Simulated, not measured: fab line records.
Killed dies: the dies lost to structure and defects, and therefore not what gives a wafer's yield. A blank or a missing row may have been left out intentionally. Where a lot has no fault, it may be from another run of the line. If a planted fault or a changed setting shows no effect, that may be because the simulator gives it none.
Which of the tools did it? + flow berkeley_cmos170 + 7 lots, 21 wafers sampled, at 4 steps of a route of 331

WHAT THE GAUGES SHOWED, per wafer
UCB170_CONTACT_THK_MEAS_02.
| lot  | measured     | on            | CONTACT_PSG_THK (nm) |
|------|--------------|---------------|----------------------|
| L881 | day 7 06:18  | film_metro-01 | 708 699 697          |
| L884 | day 7 20:41  | film_metro-03 | 712 711 715          |
| L888 | day 8 08:29  | film_metro-03 | 701 701 701          |
| L889 | day 8 11:10  | film_metro-01 | 702 708 705          |
| L893 | day 9 07:53  | film_metro-01 | 673 677 678          |
| L901 | day 11 06:46 | film_metro-01 | 687 693 695          |
| L904 | day 11 18:28 | film_metro-03 | 704 707 708          |

WHICH TOOL RAN EACH LOT (tool, then ch and the chambers of the sampled wafers, then the start)
| lot  | UCB170_PSD_STRIP_09                  | UCB170_SDANNEAL_RTA_00           | UCB170_CONTACT_CVD_01       |
|------|--------------------------------------|----------------------------------|-----------------------------|
| L881 | plasma_asher-04 ch 0,1, day 6 21:05  | rtp_anneal-02 ch 0, day 7 03:22  | lpcvd-01 ch 0, day 7 04:30  |
| L884 | plasma_asher-02 ch 0,1, day 7 12:29  | rtp_anneal-01 ch 0, day 7 16:22  | lpcvd-01 ch 0, day 7 18:53  |
| L888 | plasma_asher-01 ch 0,1, day 7 23:20  | rtp_anneal-01 ch 0, day 8 04:38  | lpcvd-01 ch 1, day 8 05:49  |
| L889 | plasma_asher-02 ch 0,1, day 8 02:57  | rtp_anneal-01 ch 0, day 8 06:16  | lpcvd-01 ch 1, day 8 08:29  |
| L893 | plasma_asher-04 ch 0,1, day 9 00:12  | rtp_anneal-01 ch 0, day 9 03:51  | lpcvd-02 ch 0, day 9 06:07  |
| L901 | plasma_asher-02 ch 0,1, day 11 00:55 | rtp_anneal-02 ch 0, day 11 03:49 | lpcvd-01 ch 1, day 11 04:59 |
| L904 | plasma_asher-04 ch 0,1, day 11 06:15 | rtp_anneal-02 ch 0, day 11 14:13 | lpcvd-01 ch 1, day 11 16:41 |
- UCB170_PSD_STRIP_09: strips in O2.
- UCB170_SDANNEAL_RTA_00: time 10 s.
- UCB170_CONTACT_CVD_01: deposits PSG from SiH4/O2/PH3, target thk 700 nm, time 2820 s.

THE ANSWER, worked out from the rows above alone
Rule: what is usual is taken from the lots themselves. Put in order of their means at a reading, lots are off if they are a third of the lots or fewer, leave a main group of 4 or more, and stand apart from it by a gap of 3 or more times the standard deviation of the main group's means; of several such gaps the widest counts. A main group whose means are all the same, to the digits that the tables above print for the reading, isn't used. A lot without any number at a reading at which 4 lots or more have one is off too. Any other lot the step has rows for is counted as sound.
None of the lots is off at any reading shown; this tells nothing.

WHAT THE SIMULATOR HAD PUT IN
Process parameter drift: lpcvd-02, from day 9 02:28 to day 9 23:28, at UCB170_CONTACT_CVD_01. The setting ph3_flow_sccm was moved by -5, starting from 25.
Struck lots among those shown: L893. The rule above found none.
